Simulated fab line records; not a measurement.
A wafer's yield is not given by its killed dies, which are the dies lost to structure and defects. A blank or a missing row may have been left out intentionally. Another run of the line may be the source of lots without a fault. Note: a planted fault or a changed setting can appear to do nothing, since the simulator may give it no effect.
The tool behind it: which one?    flow berkeley_cmos170    14 lots with 42 wafers sampled at 4 steps, on a route of 331 steps

WHAT THE GAUGES READ, wafer by wafer
UCB170_CONTACT_CD_MEAS_15: the cd target is 700 nm.
lot   measured      on         cd_nm (nm)
L759  day 7 14:28   cd_sem-02  700.2 698.3 699.0
L761  day 7 14:59   cd_sem-02  702.2 701.6 701.3
L762  day 8 01:41   cd_sem-01  700.8 700.0 699.0
L763  day 8 04:52   cd_sem-02  700.8 700.7 701.7
L765  day 8 15:26   cd_sem-02  699.7 699.0 699.9
L764  day 8 15:48   cd_sem-02  700.0 701.0 700.5
L767  day 9 04:09   cd_sem-01  699.1 699.2 699.6
L772  day 9 14:29   cd_sem-02  699.9 699.7 698.6
L770  day 9 15:00   cd_sem-01  699.3 698.1 700.0
L771  day 9 15:13   cd_sem-01  697.5 697.1 697.5
L774  day 10 04:10  cd_sem-02  701.6 700.2 700.3
L773  day 10 05:41  cd_sem-01  701.2 699.8 698.7
L782  day 11 02:20  cd_sem-02  699.2 697.5 697.7
L781  day 11 02:41  cd_sem-02  698.3 698.5 698.4

UCB170_M1_CD_MEAS_09: the cd target is 700 nm.
lot   measured      on         cd_nm (nm)
L759  day 7 19:02   cd_sem-01  698.6 700.9 699.9
L761  day 7 19:16   cd_sem-02  702.9 702.0 701.4
L762  day 8 04:55   cd_sem-01  701.5 701.1 701.9
L763  day 8 07:17   cd_sem-01  700.4 699.9 698.7
L765  day 8 17:31   cd_sem-02  700.3 701.1 700.8
L764  day 8 17:49   cd_sem-02  699.2 699.6 700.8
L767  day 9 06:33   cd_sem-02  700.7 701.6 699.9
L772  day 9 17:14   cd_sem-02  702.7 703.1 702.2
L770  day 9 17:49   cd_sem-01  701.4 701.7 700.7
L771  day 9 18:04   cd_sem-02  703.3 704.3 703.0
L774  day 10 07:02  cd_sem-02  699.0 699.7 699.7
L773  day 10 07:47  cd_sem-02  701.7 700.5 700.7
L782  day 11 04:29  cd_sem-02  698.2 699.0 698.5
L781  day 11 04:44  cd_sem-01  698.9 698.2 699.8

WHAT TOOL EACH LOT RAN ON (gives the tool, then ch and the chambers of the sampled wafers, and finally the start)
lot   UCB170_CONTACT_ETCH_17              UCB170_CONTACT_STRIP_19
L759  rie_diel-01 ch 0,2,3, day 7 14:37   plasma_asher-03 ch 0,1, day 7 14:47
L761  rie_diel-03 ch 0,1,2, day 7 15:08   plasma_asher-04 ch 0,1, day 7 15:19
L762  rie_diel-03 ch 0,2, day 8 01:50     plasma_asher-01 ch 0,1, day 8 02:01
L763  rie_diel-04 ch 0,1,3, day 8 05:01   plasma_asher-01 ch 0,1, day 8 05:11
L765  rie_diel-04 ch 0,1,2, day 8 15:36   plasma_asher-01 ch 0,1, day 8 15:46
L764  rie_diel-01 ch 0,2,3, day 8 15:56   plasma_asher-04 ch 0,1, day 8 16:06
L767  rie_diel-04 ch 1,3, day 9 04:19     plasma_asher-03 ch 0,1, day 9 04:28
L772  rie_diel-03 ch 0,3, day 9 14:39     plasma_asher-01 ch 0,1, day 9 14:49
L770  rie_diel-04 ch 1,3, day 9 15:08     plasma_asher-04 ch 0,1, day 9 15:18
L771  rie_diel-03 ch 1,3, day 9 15:22     plasma_asher-01 ch 0,1, day 9 15:32
L774  rie_diel-04 ch 0,1, day 10 04:19    plasma_asher-04 ch 0,1, day 10 04:29
L773  rie_diel-03 ch 1,3, day 10 05:49    plasma_asher-01 ch 0,1, day 10 05:59
L782  rie_diel-01 ch 0,3, day 11 02:29    plasma_asher-01 ch 0,1, day 11 02:39
L781  rie_diel-03 ch 0,1,3, day 11 02:51  plasma_asher-04 ch 0,1, day 11 03:01
- UCB170_CONTACT_ETCH_17: etches BARC in N2/H2.
- UCB170_CONTACT_STRIP_19: strips in O2.

WHAT THE TOOLS THEMSELVES READ (means of the sampled wafers that have a number; where no wafer has one, the mark that the record gives instead)
UCB170_CONTACT_ETCH_17.
lot   tool         drypump_motor_current_A (A)  oes_product_au (a.u.)  rf_fwd_power_W (W)  throttle_valve_pct (%)
L759  rie_diel-01  5.5                          1.005                  494.8               13.40
L761  rie_diel-03  5.5                          0.993                  495.1               13.18
L762  rie_diel-03  5.4                          0.985                  496.2               13.11
L763  rie_diel-04  5.5                          0.985                  494.6               13.42
L765  rie_diel-04  5.7                          0.987                  495.2               13.51
L764  rie_diel-01  5.5                          1.002                  496.6               13.40
L767  rie_diel-04  5.3                          1.005                  495.7               13.33
L772  rie_diel-03  5.5                          0.980                  493.1               13.02
L770  rie_diel-04  5.2                          1.003                  496.1               13.38
L771  rie_diel-03  5.7                          1.012                  493.6               13.07
L774  rie_diel-04  5.5                          0.997                  498.1               13.37
L773  rie_diel-03  5.9                          0.933                  414.7               13.18
L782  rie_diel-01  5.1                          1.001                  496.1               13.44
L781  rie_diel-03  5.7                          0.921                  414.1               13.10

UCB170_CONTACT_STRIP_19.
lot   tool             drypump_motor_current_A (A)  oes_product_au (a.u.)
L759  plasma_asher-03  5.9                          0.729
L761  plasma_asher-04  5.7                          0.719
L762  plasma_asher-01  6.4                          0.729
L763  plasma_asher-01  6.2                          0.726
L765  plasma_asher-01  6.2                          0.722
L764  plasma_asher-04  5.7                          0.727
L767  plasma_asher-03  5.9                          0.725
L772  plasma_asher-01  6.4                          0.725
L770  plasma_asher-04  6.1                          0.722
L771  plasma_asher-01  6.2                          0.721
L774  plasma_asher-04  5.7                          0.730
L773  plasma_asher-01  6.2                          0.725
L782  plasma_asher-01  6.3                          0.724
L781  plasma_asher-04  5.7                          0.725

THE ANSWER, worked out from the rows above alone
Rule: usual is defined by the lots themselves. The widest of any qualifying gaps counts: lots, ordered by their means at a reading, are off when they make up no more than a third of the lots, leave a main group of 4 or more, and stand apart from it by 3 or more times the standard deviation of that group's means. If all means in a main group match to the digits the tables above print for the reading, that group is not used. A lot without any number at a reading at which 4 lots or more have one is off too. All remaining lots with rows at the step are treated as sound. The gauges are gone through in route order, then the tools' own readings, and for those a lot's mean is taken as printed above. At the first step where some lot is off, the reading lying furthest off is the one used; lots without a number count as furthest.
Off at UCB170_CONTACT_ETCH_17 (rf_fwd_power_W): L773, L781. The main group: mean 495.4 W, standard deviation 1.3.
If a tool, at that step or one of the process steps before it, ran each lot that is off and ran no sound lot following the first of them, it fits. One candidate fits, namely rie_diel-03 at UCB170_CONTACT_ETCH_17. A fault onset in the window from L771 (day 9 15:22, its last sound lot) to L773 (day 10 05:49, its first lot off) fits.
The tool's own readings at UCB170_CONTACT_ETCH_17 bear it out: on the lots that are off they differ by more than 5 times the standard deviation of the sound lots' means. oes_product_au reads 0.927 a.u. there against 0.996 a.u. on the sound lots; rf_fwd_power_W reads 414.4 W there against 495.4 W on the sound lots.

WHAT HAD BEEN PUT IN BY THE SIMULATOR
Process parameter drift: rie_diel-03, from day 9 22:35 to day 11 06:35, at UCB170_CONTACT_ETCH_17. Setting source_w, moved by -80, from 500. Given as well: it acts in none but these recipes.
Struck lots among those shown: L773, L781. This agrees with what the rule above found.
